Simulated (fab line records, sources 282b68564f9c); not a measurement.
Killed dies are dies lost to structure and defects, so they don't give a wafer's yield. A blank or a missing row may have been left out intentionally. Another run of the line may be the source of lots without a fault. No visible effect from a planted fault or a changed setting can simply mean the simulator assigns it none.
Struck lot and sound lot, side by side || flow rit_cmos || 43 out of 202 route steps
Sound: these wafers, L156.3, L156.4, L156.5. The struck wafers were L153.1, L153.2, L153.5. Last of all comes the cause.
For every step that has rows: the tool of each side, followed by ch and its chambers, followed by its first start. Under that, the readings that differ: sound wafers || struck wafers || difference of the means || sigmas: that difference in standard deviations of wafers without a fault.
alike: a reading whose means differ by less than 2 such deviations, as well as words and numbers matching on both sides. not compared: withheld readings; readings where some wafer has no value; bounds like >300 that might hide an equal value; numbers whose values overlap and for which the record gives no deviation.
A row with sigmas, a row that says differs or no value, or rows on one side alone: a step with any of these is where the two part. Non-overlapping numbers with no deviation appear without sigmas and do not part them. Lack of a reading on every wafer of one side parts them only where that side has two or more wafers.

first, 2 steps without rows for these wafers: RIT_FOX2_CLEAN_02 (cleans in dHF, time 180 s); RIT_FOX2_WET_ETCH_03 (etches Si3N4 in H3PO4, target depth 195 nm, time 2700 s).
RIT_FOX2_THK_MEAS_90:
  sound on film_metro-01, day 5 14:20; struck on film_metro-03, day 5 00:49
  alike: FIELD_OXIDE_LEFT_1_THK
then, 6 steps without rows for these wafers: RIT_NWELL_HMDS_00 (prime time 60 s); RIT_NWELL_COAT_01 (resist thk 1300 nm); RIT_NWELL_SOFTBAKE_02 (time 60 s); RIT_NWELL_EXPOSE_03 (exposes mask M2, target cd 43900 nm); RIT_NWELL_PEB_04; RIT_NWELL_DEVELOP_05 (develop time 68 s).
RIT_NWELL_OVL_MEAS_06:
  sound on overlay-01, day 5 15:16; struck on overlay-01, day 5 01:53
  alike: NWELL_OVL
then, 2 steps without rows for these wafers: RIT_NWELL_HARDBAKE_07 (time 120 s); RIT_NWELL_IMPLANT_08.
RIT_NWELL_STRIP_09: strips in O2, time 180 s.
  sound on plasma_asher-02 ch 0,1, day 5 15:45; struck on plasma_asher-03 ch 0,1, day 5 02:19
  alike: drypump_motor_current_A
  not compared: rf_hours_counter_h
RIT_NWELL_TW_MEAS_10:
  sound on film_metro-03, day 5 15:53; struck on film_metro-02, day 5 02:30
{"reading": "NWELL_TW", "sound": "2097 2104 2103", "struck": "2146 2140 2147", "difference": "+43", "sigmas": "+2"}
then, 6 steps without rows for these wafers: RIT_PWELL_HMDS_00 (prime time 60 s); RIT_PWELL_COAT_01 (resist thk 1286 nm); RIT_PWELL_SOFTBAKE_02 (time 60 s); RIT_PWELL_EXPOSE_03 (exposes mask M3, target cd 43700 nm); RIT_PWELL_PEB_04; RIT_PWELL_DEVELOP_05 (develop time 68 s).
RIT_PWELL_OVL_MEAS_06:
  sound on overlay-01, day 5 16:49; struck on overlay-02, day 5 03:29
  alike: PWELL_OVL
then, 2 steps without rows for these wafers: RIT_PWELL_HARDBAKE_07 (time 120 s); RIT_PWELL_IMPLANT_08.
RIT_PWELL_STRIP_09: strips in O2, time 180 s.
  sound on plasma_asher-04 ch 0,1, day 5 17:24; struck on plasma_asher-04 ch 0,1, day 5 03:55
  alike: drypump_motor_current_A
  not compared: rf_hours_counter_h
RIT_PWELL_TW_MEAS_10:
  sound on film_metro-02, day 5 17:33; struck on film_metro-04, day 5 04:06
{"reading": "PWELL_TW", "sound": "951 955 952", "struck": "935 934 935", "difference": -18, "sigmas": -2}
then, 1 step without rows for these wafers: RIT_WELLDRIVE_ANNEAL_00 (time 14700 s).
RIT_WELLDRIVE_RS_MEAS_01: measures by four-point-probe.
  sound on film_metro-02, day 5 22:43; struck on film_metro-03, day 5 10:21
  alike: NWELL_RS
RIT_WELLDRIVE_RS_MEAS_02: measures by four-point-probe.
  sound on film_metro-02, day 5 22:50; struck on film_metro-03, day 5 10:28
  alike: PWELL_RS
then, 6 steps without rows for these wafers: RIT_NRETRO_HMDS_00 (prime time 60 s); RIT_NRETRO_COAT_01 (resist thk 1300 nm); RIT_NRETRO_SOFTBAKE_02 (time 60 s); RIT_NRETRO_EXPOSE_03 (exposes mask M4, target cd 43900 nm); RIT_NRETRO_PEB_04; RIT_NRETRO_DEVELOP_05 (develop time 68 s).
RIT_NRETRO_OVL_MEAS_06:
  sound on overlay-01, day 5 23:56; struck on overlay-02, day 5 11:35
  alike: NRETRO_OVL
then, 2 steps without rows for these wafers: RIT_NRETRO_HARDBAKE_07 (time 120 s); RIT_NRETRO_IMPLANT_08.
RIT_NRETRO_STRIP_09: strips in O2, time 180 s.
  sound on plasma_asher-02 ch 0,1, day 6 00:25; struck on plasma_asher-01 ch 0,1, day 5 12:01
  alike: drypump_motor_current_A
  not compared: rf_hours_counter_h
RIT_NRETRO_TW_MEAS_10:
  sound on film_metro-01, day 6 00:33; struck on film_metro-01, day 5 12:11
  alike: NRETRO_TW
then, 3 steps without rows for these wafers: RIT_PRETRO_HMDS_00 (prime time 60 s); RIT_PRETRO_COAT_01 (resist thk 1300 nm); RIT_PRETRO_SOFTBAKE_02 (time 60 s).
RIT_M1_PROBE_99:
  record: rows for the struck wafers here (prober-01, day 6 18:12), none for the sound ones

== WHERE THEY PART ==
Last at RIT_M1_PROBE_99 as far as this record goes, first at RIT_NWELL_TW_MEAS_10.

WHY: what had been put in by the simulator
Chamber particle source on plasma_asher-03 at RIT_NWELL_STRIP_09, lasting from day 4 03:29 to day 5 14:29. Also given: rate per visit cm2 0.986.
